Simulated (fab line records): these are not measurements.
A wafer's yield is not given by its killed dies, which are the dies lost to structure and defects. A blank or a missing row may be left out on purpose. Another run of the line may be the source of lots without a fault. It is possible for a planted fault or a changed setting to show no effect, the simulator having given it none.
What tool caused it? :: flow rit cmos :: 42 wafers from 14 lots sampled at 5 of the route's 202 steps

WHAT THE GAUGES READ, wafer by wafer
RIT_GATE_THK_MEAS_09. Usual: for GATE_POLY_THK the level is 251.1 nm and the standard deviation is 2.8.
lot: L438
measured: day 3 04:50
on: film metro-03
GATE_POLY_THK (nm): 251.3 253.5 251.4
flag: 

lot: L439
measured: day 3 09:44
on: film metro-04
GATE_POLY_THK (nm): 253.1 255.1 253.2
flag: 

lot: L442
measured: day 4 13:29
on: film metro-03
GATE_POLY_THK (nm): 251.3 251.6 253.7
flag: 

lot: L444
measured: day 4 13:30
on: film metro-01
GATE_POLY_THK (nm): 249.9 248.1 248.4
flag: 

lot: L443
measured: day 4 13:31
on: film metro-04
GATE_POLY_THK (nm): 246.7 245.8 249.6
flag: 

lot: L446
measured: day 4 20:34
on: film metro-03
GATE_POLY_THK (nm): 251.5 251.5 252.6
flag: 

lot: L447
measured: day 4 20:34
on: film metro-04
GATE_POLY_THK (nm): 251.4 250.2 250.4
flag: 

lot: L445
measured: day 4 20:34
on: film metro-01
GATE_POLY_THK (nm): 252.4 253.0 251.5
flag: 

lot: L448
measured: day 5 15:41
on: film metro-04
GATE_POLY_THK (nm): 257.4 256.6 257.6
flag: 

lot: L451
measured: day 5 21:50
on: film metro-01
GATE_POLY_THK (nm): 254.2 253.3 252.2
flag: 

lot: L453
measured: day 6 08:27
on: film metro-01
GATE_POLY_THK (nm): 246.6 249.1 246.9
flag: 

lot: L455
measured: day 6 11:54
on: film metro-01
GATE_POLY_THK (nm): 250.8 249.6 249.6
flag: 

lot: L457
measured: day 6 20:35
on: film metro-03
GATE_POLY_THK (nm): 250.2 250.5 250.9
flag: 

lot: L460
measured: day 7 09:54
on: film metro-01
GATE_POLY_THK (nm): 246.3 246.9 247.9
flag: 

RIT_REOX_THK_MEAS_04. Usual: for REOX_OXIDE_THK the level is 25.1 nm and the standard deviation is 0.65.
lot: L438
measured: day 3 10:37
on: film metro-01
REOX_OXIDE_THK (nm): 24.0 24.8 24.1
flag: 

lot: L439
measured: day 3 17:29
on: film metro-04
REOX_OXIDE_THK (nm): 25.1 25.0 25.0
flag: 

lot: L442
measured: day 4 18:14
on: film metro-04
REOX_OXIDE_THK (nm): 24.5 24.5 24.7
flag: 

lot: L444
measured: day 4 18:38
on: film metro-04
REOX_OXIDE_THK (nm): 26.7 26.8 26.9
flag: 

lot: L443
measured: day 4 21:28
on: film metro-01
REOX_OXIDE_THK (nm): 25.2 25.6 25.3
flag: 

lot: L446
measured: day 5 02:01
on: film metro-04
REOX_OXIDE_THK (nm): 25.2 25.1 25.2
flag: 

lot: L447
measured: day 5 02:01
on: film metro-01
REOX_OXIDE_THK (nm): 25.3 25.2 25.3
flag: 

lot: L445
measured: day 5 01:18
on: film metro-02
REOX_OXIDE_THK (nm): 25.7 25.7 25.6
flag: 

lot: L448
measured: day 5 21:07
on: film metro-04
REOX_OXIDE_THK (nm): 25.3 25.3 25.2
flag: 

lot: L451
measured: day 6 10:35
on: film metro-02
REOX_OXIDE_THK (nm): 25.2 25.6 25.3
flag: 

lot: L453
measured: day 6 13:39
on: film metro-01
REOX_OXIDE_THK (nm): 25.3 25.3 25.3
flag: 

lot: L455
measured: day 6 17:29
on: film metro-01
REOX_OXIDE_THK (nm): 24.8 25.2 25.3
flag: 

lot: L457
measured: day 7 02:10
on: film metro-01
REOX_OXIDE_THK (nm): 24.6 24.4 24.7
flag: 

lot: L460
measured: day 7 14:34
on: film metro-01
REOX_OXIDE_THK (nm): 26.3 25.9 26.1
flag: 

RIT_CONTACT_THK_MEAS_01. Usual: for CONTACT_TEOS_THK the level is 400 nm and the standard deviation is 4.9.
lot: L438
measured: day 3 21:07
on: film metro-01
CONTACT_TEOS_THK (nm): 405 405 403
flag: 

lot: L439
measured: day 4 03:46
on: film metro-01
CONTACT_TEOS_THK (nm): 404 396 412
flag: 

lot: L442
measured: day 5 05:32
on: film metro-04
CONTACT_TEOS_THK (nm): 395 409 407
flag: 

lot: L444
measured: day 5 06:05
on: film metro-04
CONTACT_TEOS_THK (nm): 398 402 401
flag: 

lot: L443
measured: day 5 19:09
on: film metro-02
CONTACT_TEOS_THK (nm): 404 407 392
flag: 

lot: L446
measured: day 5 19:22
on: film metro-02
CONTACT_TEOS_THK (nm): 389 399 399
flag: 

lot: L447
measured: day 5 19:25
on: film metro-04
CONTACT_TEOS_THK (nm): 400 400 405
flag: 

lot: L445
measured: day 5 18:55
on: film metro-02
CONTACT_TEOS_THK (nm): 401 403 408
flag: 

lot: L448
measured: day 6 09:10
on: film metro-01
CONTACT_TEOS_THK (nm): 395 399 405
flag: 

lot: L451
measured: day 6 21:15
on: film metro-04
CONTACT_TEOS_THK (nm): 438 401 447
flag: OFF

lot: L453
measured: day 6 23:53
on: film metro-04
CONTACT_TEOS_THK (nm): 391 398 402
flag: 

lot: L455
measured: day 7 04:48
on: film metro-04
CONTACT_TEOS_THK (nm): 440 401 443
flag: OFF

lot: L457
measured: day 7 12:39
on: film metro-01
CONTACT_TEOS_THK (nm): 398 407 399
flag: 

lot: L460
measured: day 8 00:31
on: film metro-02
CONTACT_TEOS_THK (nm): 394 407 400
flag: 

EACH LOT AND THE TOOL THAT RAN IT (in order: tool; ch and the chambers of the sampled wafers; start)
lot: L438
RIT_GATE_STRIP_20: plasma asher-04 ch 0,1, day 3 06:24
RIT_CONTACT_CVD_00: pecvd-03 ch 0,1, day 3 21:04

lot: L439
RIT_GATE_STRIP_20: plasma asher-04 ch 0,1, day 3 11:16
RIT_CONTACT_CVD_00: pecvd-04 ch 0,1, day 4 03:43

lot: L442
RIT_GATE_STRIP_20: plasma asher-01 ch 0, day 4 14:56
RIT_CONTACT_CVD_00: pecvd-04 ch 0,1,2, day 5 05:29

lot: L444
RIT_GATE_STRIP_20: plasma asher-03 ch 0,1, day 4 15:10
RIT_CONTACT_CVD_00: pecvd-03 ch 0,1,2, day 5 06:02

lot: L443
RIT_GATE_STRIP_20: plasma asher-04 ch 0,1, day 4 15:07
RIT_CONTACT_CVD_00: pecvd-04 ch 0,1,2, day 5 19:03

lot: L446
RIT_GATE_STRIP_20: plasma asher-01 ch 0,1, day 4 22:07
RIT_CONTACT_CVD_00: pecvd-03 ch 0,2, day 5 19:19

lot: L447
RIT_GATE_STRIP_20: plasma asher-04 ch 0,1, day 4 21:53
RIT_CONTACT_CVD_00: pecvd-01 ch 1,2, day 5 19:20

lot: L445
RIT_GATE_STRIP_20: plasma asher-03 ch 0,1, day 4 22:00
RIT_CONTACT_CVD_00: pecvd-01 ch 0,1,2, day 5 18:51

lot: L448
RIT_GATE_STRIP_20: plasma asher-04 ch 0,1, day 5 17:40
RIT_CONTACT_CVD_00: pecvd-04 ch 0,2, day 6 09:07

lot: L451
RIT_GATE_STRIP_20: plasma asher-04 ch 0,1, day 6 04:31
RIT_CONTACT_CVD_00: pecvd-03 ch 1,2, day 6 21:11

lot: L453
RIT_GATE_STRIP_20: plasma asher-03 ch 0,1, day 6 09:49
RIT_CONTACT_CVD_00: pecvd-01 ch 0,1,2, day 6 23:49

lot: L455
RIT_GATE_STRIP_20: plasma asher-03 ch 0,1, day 6 13:39
RIT_CONTACT_CVD_00: pecvd-03 ch 1,2, day 7 04:44

lot: L457
RIT_GATE_STRIP_20: plasma asher-01 ch 0,1, day 6 21:59
RIT_CONTACT_CVD_00: pecvd-04 ch 0,2, day 7 12:35

lot: L460
RIT_GATE_STRIP_20: plasma asher-04 ch 0,1, day 7 11:23
RIT_CONTACT_CVD_00: pecvd-04 ch 0,1,2, day 8 00:27
- RIT_GATE_STRIP_20: strips in O2, time 180 s.
- RIT_CONTACT_CVD_00: deposits SiO2 from TEOS, target thk 400 nm, time 61 s.

AS READ BY THE TOOLS THEMSELVES (means over the sampled wafers that have a number; for cases with no such wafer, the mark the record gives instead)
RIT_GATE_STRIP_20. Usual: drypump motor current A 5.55 A, standard deviation 0.28; rf refl power W 7.4 W, standard deviation 0.94.
lot: L438
tool: plasma asher-04
drypump motor current A (A): 5.61
rf refl power W (W): 7.7
flag: 

lot: L439
tool: plasma asher-04
drypump motor current A (A): 5.46
rf refl power W (W): 7.4
flag: 

lot: L442
tool: plasma asher-01
drypump motor current A (A): 5.97
rf refl power W (W): 8.0
flag: 

lot: L444
tool: plasma asher-03
drypump motor current A (A): 5.63
rf refl power W (W): 7.6
flag: 

lot: L443
tool: plasma asher-04
drypump motor current A (A): 5.60
rf refl power W (W): 7.6
flag: 

lot: L446
tool: plasma asher-01
drypump motor current A (A): 5.33
rf refl power W (W): 7.0
flag: 

lot: L447
tool: plasma asher-04
drypump motor current A (A): 5.60
rf refl power W (W): 7.8
flag: 

lot: L445
tool: plasma asher-03
drypump motor current A (A): 5.58
rf refl power W (W): 6.8
flag: 

lot: L448
tool: plasma asher-04
drypump motor current A (A): 5.60
rf refl power W (W): 7.8
flag: 

lot: L451
tool: plasma asher-04
drypump motor current A (A): 5.58
rf refl power W (W): 7.8
flag: 

lot: L453
tool: plasma asher-03
drypump motor current A (A): 5.61
rf refl power W (W): 6.9
flag: 

lot: L455
tool: plasma asher-03
drypump motor current A (A): 5.63
rf refl power W (W): 7.8
flag: 

lot: L457
tool: plasma asher-01
drypump motor current A (A): 5.32
rf refl power W (W): 7.0
flag: 

lot: L460
tool: plasma asher-04
drypump motor current A (A): 5.62
rf refl power W (W): 7.8
flag: 

RIT_CONTACT_CVD_00. Usual: heater power w 330 W, standard deviation 51.
lot: L438
tool: pecvd-03
heater power w (W): 295
flag: 

lot: L439
tool: pecvd-04
heater power w (W): 324
flag: 

lot: L442
tool: pecvd-04
heater power w (W): 300
flag: 

lot: L444
tool: pecvd-03
heater power w (W): 338
flag: 

lot: L443
tool: pecvd-04
heater power w (W): 344
flag: 

lot: L446
tool: pecvd-03
heater power w (W): 340
flag: 

lot: L447
tool: pecvd-01
heater power w (W): 287
flag: 

lot: L445
tool: pecvd-01
heater power w (W): 329
flag: 

lot: L448
tool: pecvd-04
heater power w (W): 391
flag: 

lot: L451
tool: pecvd-03
heater power w (W): 358
flag: 

lot: L453
tool: pecvd-01
heater power w (W): 321
flag: 

lot: L455
tool: pecvd-03
heater power w (W): 297
flag: 

lot: L457
tool: pecvd-04
heater power w (W): 399
flag: 

lot: L460
tool: pecvd-04
heater power w (W): 318
flag: 

THE ANSWER, worked out from the rows above alone
Rule: a lot is off if the mean of its wafers that have a number lies more than 3 standard deviations from the usual mean. A lot without any number at a reading at which 4 lots or more have one is off too. The other lots that the step has rows for count as sound. Order of review: gauges by route order, followed by the tools' own readings, for which a lot's mean as printed above is used. At the first step where some lot is off, the reading lying furthest off is the one used; lots without a number count as furthest.
Off: L451, L455, at RIT_CONTACT_THK_MEAS_01 (CONTACT_TEOS_THK).
A tool fits if, at a process step before that reading, it ran every lot that is off, and no sound lot after the first of them. Those tools and the gauges at RIT_CONTACT_THK_MEAS_01 are tried in the same way. One candidate fits, namely pecvd-03 at RIT_CONTACT_CVD_00. Its last sound lot is L446 (day 5 19:19), its first lot that is off L451 (day 6 21:11): a fault that began between those two fits.

WHAT HAD BEEN PUT IN BY THE SIMULATOR
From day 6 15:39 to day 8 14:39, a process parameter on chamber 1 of pecvd-03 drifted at RIT_CONTACT_CVD_00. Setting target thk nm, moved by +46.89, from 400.
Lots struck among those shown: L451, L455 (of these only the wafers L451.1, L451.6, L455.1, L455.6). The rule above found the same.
